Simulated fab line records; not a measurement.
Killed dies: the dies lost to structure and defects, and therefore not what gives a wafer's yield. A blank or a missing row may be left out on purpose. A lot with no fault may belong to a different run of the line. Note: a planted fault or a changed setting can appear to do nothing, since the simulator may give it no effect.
fab line records ; flow rit-cmos ; part 2 of 2: steps 31 to 31 of 31
record lots=5; wafers=23
route steps=202 shown ACTIVE@2 FOX1@20 NWELL@30 PWELL@47 NRETRO@61 PRETRO@66 GATE@81 NLDD@104 PLDD@115 M1@202
start-h: hours from the record's first day to the start of the lot's first wafer shown ; wait-h: how many hours have passed since the lot's step before this one ; " as in the row above ; L1.1+2: one row covering several wafers at once ; - value missing, or start not given ; * or withheld: withheld ; < > ~ a bound
route shown NAME@n: a module of which the file shows steps, and the number in the route of the first ; usual: mean/standard deviation of fault-free wafers ; same: alike in all rows ; chamber/n: place in a boat ; sites: the reading at each site ; _std_site: their standard deviation ; _edge_site: outer sites' mean less inner sites' ; radius-mm: how far each site lies from the wafer's centre ; mask NAME#n: copy n ; behind: the most recent tool/chamber to have shaped the wafer ; hold: cause of the lot's hold/its duration in hours/its outcome ; device: the n, p or np transistor that did not switch ; end of line: the tests these same wafers got at the end of their route ; step lacking rows: just its recipe ; killed: not the wafer's yield, but the dies lost to structure and defects at the first sort ; map: shows each die of a wafer: x if killed, . if not, _ if none is there
set.NAME: the setting the step ran with; set.NAME@STEP: the setting that earlier step ran with ; model.NAME: the simulator's own value behind a step, which no gauge read
lots with deliberately changed settings; one table per step, one row per wafer
## steps
# step RIT_M1_PROBE_99
# usual killed-at-contacts=0.1/0.23; killed-at-front-end=6.5/2.4; killed-dies=6.5/2.4; killed-open=3.2/1.6; killed-short=3.3/1.8
# same gross-dies=264; killed_at_M0_to_M3=0; killed_at_M4_up=0; killed-at-back-side=0; killed-at-other=0
lot.wafer;tool;chamber;start-h;wait-h;set.temp-c@GATE_OXIDATION_05;killed-at-contacts;killed-at-front-end;killed-dies;killed-open;killed-short;model.etest.nmos_0p3.r-on-ohm-um;model.etest.pmos_0p3.r-on-ohm-um
L074.1;prober-01;-;56.53;0.1;900;0;4;4;4;0;2083;6005
L074.2;prober-01;-;56.58;0.1;900;0;3;3;2;1;2145;6148
L074.3;prober-01;-;56.63;0.2;900;0;3;3;1;2;2124;6220
L074.4;prober-01;-;56.68;0.2;900;0;4;4;2;2;2137;6275
L074.6;prober-01;-;56.78;0.2;900;0;12;12;6;6;2117;6251
L078.1;prober-02;-;78.67;0.1;914.1;0;7;7;2;5;2451;7544
L078.2;prober-02;-;78.72;0.1;914.1;0;6;6;2;4;2499;7597
L078.4;prober-02;-;78.82;0.2;914.1;0;10;10;5;5;2484;7419
L078.5;prober-02;-;78.87;0.2;914.1;0;6;6;3;3;2445;7545
L078.6;prober-02;-;78.92;0.2;914.1;0;8;8;4;4;2408;7323
L081.2;prober-01;-;95.12;0.1;900;0;6;6;3;3;2186;6313
L081.3;prober-01;-;95.17;0.2;900;0;7;7;2;5;2155;6341
L081.6;prober-01;-;95.32;0.2;900;0;12;12;8;4;2199;6436
L082.1;prober-02;-;98.59;0.1;900;0;10;10;6;4;2132;6174
L082.3;prober-02;-;98.69;0.2;900;0;3;3;2;1;2122;6245
L082.4;prober-02;-;98.74;0.2;900;0;9;9;2;7;2141;6173
L082.5;prober-02;-;98.79;0.2;900;2;4;6;2;2;2141;6151
L082.6;prober-02;-;98.84;0.2;900;2;5;7;3;2;2114;6146
L085.1;prober-01;-;113.66;0.1;900;0;8;8;3;5;2154;6246
L085.2;prober-01;-;113.71;0.1;900;1;6;7;4;3;2156;6183
L085.4;prober-01;-;113.81;0.2;900;0;8;8;4;4;2173;6327
L085.5;prober-01;-;113.86;0.2;900;0;6;6;6;0;2148;6356
L085.6;prober-01;-;113.91;0.2;900;0;5;5;1;4;2148;6348
# killed by level:class
L074.1 FOX2:geometric-particle:open=2 GATE:geometric-particle:open=2
L074.2 FOX1:geometric-particle:open=1 GATE:geometric-particle:open=1 SPACER:geometric-particle:short=1
L074.3 GATE:geometric-particle:open=1 GATE:geometric-particle:short=1 REOX:geometric-particle:short=1
L074.4 FOX1:geometric-particle:open=1 FOX2:geometric-particle:short=1 FOX2:geometric-particle:open=1 GATE:geometric-particle:short=1
L074.6 FOX1:geometric-particle:short=2 GATE:geometric-particle:short=2 SPACER:geometric-particle:open=2 SILICIDE:geometric-particle:short=2 FOX1:geometric-particle:open=1 FOX2:geometric-particle:open=1 GATE:geometric-particle:open=1 SILICIDE:geometric-particle:open=1
L078.1 GATE:geometric-particle:short=3 FOX2:geometric-particle:open=1 GATE:geometric-particle:open=1 SPACER:geometric-particle:short=1 SILICIDE:geometric-particle:short=1
L078.2 FOX2:geometric-particle:short=2 FOX1:geometric-particle:short=1 FOX2:geometric-particle:open=1 GATE:geometric-particle:short=1 GATE:geometric-particle:open=1
L078.4 FOX1:geometric-particle:short=3 GATE:geometric-particle:short=2 GATE:geometric-particle:open=2 FOX1:geometric-particle:open=1 FOX2:geometric-particle:open=1 SPACER:geometric-particle:open=1
L078.5 FOX1:geometric-particle:open=2 SPACER:geometric-particle:short=2 FOX2:geometric-particle:open=1 FOX2:geometric-particle:short=1
L078.6 GATE:geometric-particle:open=4 GATE:geometric-particle:short=3 FOX1:geometric-particle:short=1
L081.2 FOX1:geometric-particle:short=2 GATE:geometric-particle:open=2 GATE:geometric-particle:short=1 SPACER:geometric-particle:open=1
L081.3 GATE:geometric-particle:short=2 REOX:geometric-particle:short=2 FOX1:geometric-particle:short=1 FOX1:geometric-particle:open=1 GATE:geometric-particle:open=1
L081.6 REOX:geometric-particle:short=3 SILICIDE:geometric-particle:open=3 REOX:geometric-particle:open=2 FOX1:geometric-particle:open=1 FOX2:geometric-particle:short=1 FOX2:geometric-particle:open=1 SPACER:geometric-particle:open=1
L082.1 GATE:geometric-particle:open=3 SILICIDE:geometric-particle:short=2 FOX1:geometric-particle:open=1 FOX2:geometric-particle:open=1 GATE:geometric-particle:short=1 SPACER:geometric-particle:short=1 SPACER:geometric-particle:open=1
L082.3 GATE:geometric-particle:open=1 GATE:geometric-particle:short=1 REOX:geometric-particle:open=1
L082.4 GATE:geometric-particle:short=4 REOX:geometric-particle:short=2 ACTIVE:geometric-particle:short=1 GATE:geometric-particle:open=1 REOX:geometric-particle:open=1
L082.5 GATE:geometric-particle:open=2 CONTACT:area-etch=2 FOX2:geometric-particle:short=1 GATE:geometric-particle:short=1
L082.6 CONTACT:area-etch=2 FOX2:geometric-particle:short=1 FOX2:geometric-particle:open=1 GATE:geometric-particle:short=1 REOX:geometric-particle:open=1 SILICIDE:geometric-particle:open=1
L085.1 FOX1:geometric-particle:short=2 FOX1:geometric-particle:open=1 GATE:geometric-particle:open=1 GATE:geometric-particle:short=1 SPACER:geometric-particle:short=1 SILICIDE:geometric-particle:open=1 SILICIDE:geometric-particle:short=1
L085.2 GATE:geometric-particle:open=3 REOX:geometric-particle:short=2 SPACER:geometric-particle:short=1 CONTACT:geometric-particle:open=1
L085.4 GATE:geometric-particle:short=2 SPACER:geometric-particle:open=2 FOX1:geometric-particle:short=1 FOX1:geometric-particle:open=1 FOX2:geometric-particle:short=1 REOX:geometric-particle:open=1
L085.5 SPACER:geometric-particle:open=3 FOX1:geometric-particle:open=1 GATE:geometric-particle:open=1 REOX:geometric-particle:open=1
L085.6 SILICIDE:geometric-particle:short=2 FOX1:geometric-particle:short=1 GATE:geometric-particle:open=1 SPACER:geometric-particle:short=1
## key
split step=RIT_ACTIVE_OXIDATION_01; setting=temp-c; stated=1000; by=lot
response step=RIT_ACTIVE_OXIDATION_01; reading=model.SiO2_of_ACTIVE_OXIDATION_01.thk-nm; change=+3.13; per=1%; r=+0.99
response step=RIT_ACTIVE_THK_MEAS_02; reading=ACTIVE_OXIDE_THK; change=+3.14; per=1%; r=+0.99
response step=RIT_ACTIVE_ETCH_13; reading=model.SiO2_of_ACTIVE_OXIDATION_01.thk-nm; change=+3.03; per=1%; r=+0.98
split step=RIT_ACTIVE_CVD_03; setting=sih2cl2-flow-sccm; stated=60; by=lot
response step=RIT_ACTIVE_CVD_03; reading=model.Si3N4_of_ACTIVE_CVD_03.thk-nm; change=+0.39; per=1%; r=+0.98
response step=RIT_ACTIVE_THK_MEAS_04; reading=ACTIVE_NITRIDE_THK; change=+0.389; per=1%; r=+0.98
response step=RIT_FOX1_OXIDATION_00; reading=model.Si3N4_of_ACTIVE_CVD_03.thk-nm; change=+0.402; per=1%; r=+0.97
split step=RIT_ACTIVE_DEVELOP_10; setting=dev-temp-c; stated=23; by=wafer
response none clear
split step=RIT_FOX1_OXIDATION_00; setting=ox-time-s; stated=1130; by=lot
response step=RIT_FOX1_OXIDATION_00; reading=model.SiO2_of_FOX1_OXIDATION_00.thk-nm; change=+2.33; per=1%; r=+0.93
split step=RIT_NWELL_SOFTBAKE_02; setting=temp-c; stated=90; by=wafer
response step=RIT_NWELL_SOFTBAKE_02; reading=model.NOVOLAK_of_NWELL_COAT_01.thk-nm; change=-3.75; per=1%; r=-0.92
split step=RIT_NWELL_IMPLANT_08; setting=energy-kev; stated=170; by=wafer
response step=RIT_NWELL_IMPLANT_08; reading=model.implant.rp-nm; change=+2.22; per=1%; r=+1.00
response step=RIT_NWELL_IMPLANT_08; reading=model.implant.drp-nm; change=+0.51; per=1%; r=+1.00
split step=RIT_PWELL_IMPLANT_08; setting=energy-kev; stated=170; by=wafer
response step=RIT_PWELL_IMPLANT_08; reading=model.implant.rp-nm; change=+3.68; per=1%; r=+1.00
response step=RIT_PWELL_IMPLANT_08; reading=model.implant.drp-nm; change=+0.356; per=1%; r=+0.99
split step=RIT_NRETRO_IMPLANT_08; setting=dose-cm2; stated=1e+13; by=wafer
response step=RIT_NRETRO_TW_MEAS_10; reading=NRETRO_TW; change=+3.61; per=1%; r=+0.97
split step=RIT_PRETRO_SOFTBAKE_02; setting=temp-c; stated=90; by=wafer
response step=RIT_PRETRO_DEVELOP_05; reading=model.NOVOLAK_of_PRETRO_COAT_01.thk-nm; change=-3.34; per=1%; r=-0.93
split step=RIT_GATE_OXIDATION_05; setting=temp-c; stated=900; by=lot
response step=RIT_M1_PROBE_99; reading=model.etest.pmos_0p3.r-on-ohm-um; change=+794; per=1%; r=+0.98
response step=RIT_M1_PROBE_99; reading=model.etest.nmos_0p3.r-on-ohm-um; change=+201; per=1%; r=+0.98
split step=RIT_NLDD_COAT_01; setting=resist-thk-nm; stated=1000; by=wafer
response step=RIT_NLDD_COAT_01; reading=model.NOVOLAK_of_NLDD_COAT_01.thk-nm; change=+9.72; per=1%; r=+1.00
response step=RIT_NLDD_HARDBAKE_07; reading=model.NOVOLAK_of_NLDD_COAT_01.thk-nm; change=+8.5; per=1%; r=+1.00
split step=RIT_PLDD_COAT_01; setting=resist-thk-nm; stated=1000; by=wafer
response step=RIT_PLDD_COAT_01; reading=model.NOVOLAK_of_PLDD_COAT_01.thk-nm; change=+10.5; per=1%; r=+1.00
response step=RIT_PLDD_HARDBAKE_07; reading=model.NOVOLAK_of_PLDD_COAT_01.thk-nm; change=+9.15; per=1%; r=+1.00
split step=RIT_PLDD_IMPLANT_08; setting=energy-kev; stated=20; by=wafer
response step=RIT_PLDD_IMPLANT_08; reading=model.implant.rp-nm; change=+0.135; per=1%; r=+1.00
response step=RIT_PLDD_IMPLANT_08; reading=model.implant.drp-nm; change=+0.0681; per=1%; r=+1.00
